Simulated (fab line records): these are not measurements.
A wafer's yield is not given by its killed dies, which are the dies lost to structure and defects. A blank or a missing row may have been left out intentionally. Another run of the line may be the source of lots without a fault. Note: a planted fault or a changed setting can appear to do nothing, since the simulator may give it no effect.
The tool behind it: which one?	flow rit-cmos	21 wafers from 7 lots sampled at 2 of the route's 202 steps

WHAT THE GAUGES SHOWED, per wafer
RIT_NSD_TW_MEAS_10.
lot	measured	on	NSD_TW
L152	day 3 09:07	film-metro-02	3116 3110 3105
L154	day 3 17:25	film-metro-02	3130 3112 3120
L161	day 5 05:41	film-metro-02	30 30 30
L166	day 6 18:44	film-metro-01	3115 3104 3103
L169	day 7 11:36	film-metro-01	3087 3080 3099
L171	day 7 18:07	film-metro-01	3091 3087 3105
L173	day 8 02:00	film-metro-02	3115 3111 3106

WHAT TOOL EACH LOT RAN ON (gives the tool, then ch and the chambers of the sampled wafers, and finally the start)
lot	RIT_NSD_DEVELOP_05
L152	litho-track-03 ch 0, day 3 08:00
L154	litho-track-04 ch 0, day 3 16:00
L161	litho-track-03 ch 0, day 5 05:00
L166	litho-track-04 ch 0, day 6 17:00
L169	litho-track-04 ch 0, day 7 10:00
L171	litho-track-02 ch 0, day 7 17:00
L173	litho-track-04 ch 0, day 8 01:00
- RIT_NSD_DEVELOP_05: develop time 50 s.

THE ANSWER, worked out from the rows above alone
Rule: the usual values come from the lots themselves. The widest of any qualifying gaps counts: lots, ordered by their means at a reading, are off when they make up no more than a third of the lots, leave a main group of 4 or more, and stand apart from it by 3 or more times the standard deviation of that group's means. If all means in a main group match to the digits the tables above print for the reading, that group is not used. A lot without any number at a reading at which 4 lots or more have one is off too. Where the step has rows for the other lots, those lots are counted as sound.
Off: L161, at RIT_NSD_TW_MEAS_10 (NSD_TW). Main group: mean 3105, sd 11.
A tool fits if, at a process step before that reading, it ran every lot that is off, and no sound lot after the first of them. Those tools and the gauges at RIT_NSD_TW_MEAS_10 are tried in the same way. One fits: RIT_NSD_DEVELOP_05 on litho-track-03. A fault onset in the window from L152 (day 3 08:00, its last sound lot) to L161 (day 5 05:00, its first lot off) fits.

WHAT THE SIMULATOR HAD PUT IN
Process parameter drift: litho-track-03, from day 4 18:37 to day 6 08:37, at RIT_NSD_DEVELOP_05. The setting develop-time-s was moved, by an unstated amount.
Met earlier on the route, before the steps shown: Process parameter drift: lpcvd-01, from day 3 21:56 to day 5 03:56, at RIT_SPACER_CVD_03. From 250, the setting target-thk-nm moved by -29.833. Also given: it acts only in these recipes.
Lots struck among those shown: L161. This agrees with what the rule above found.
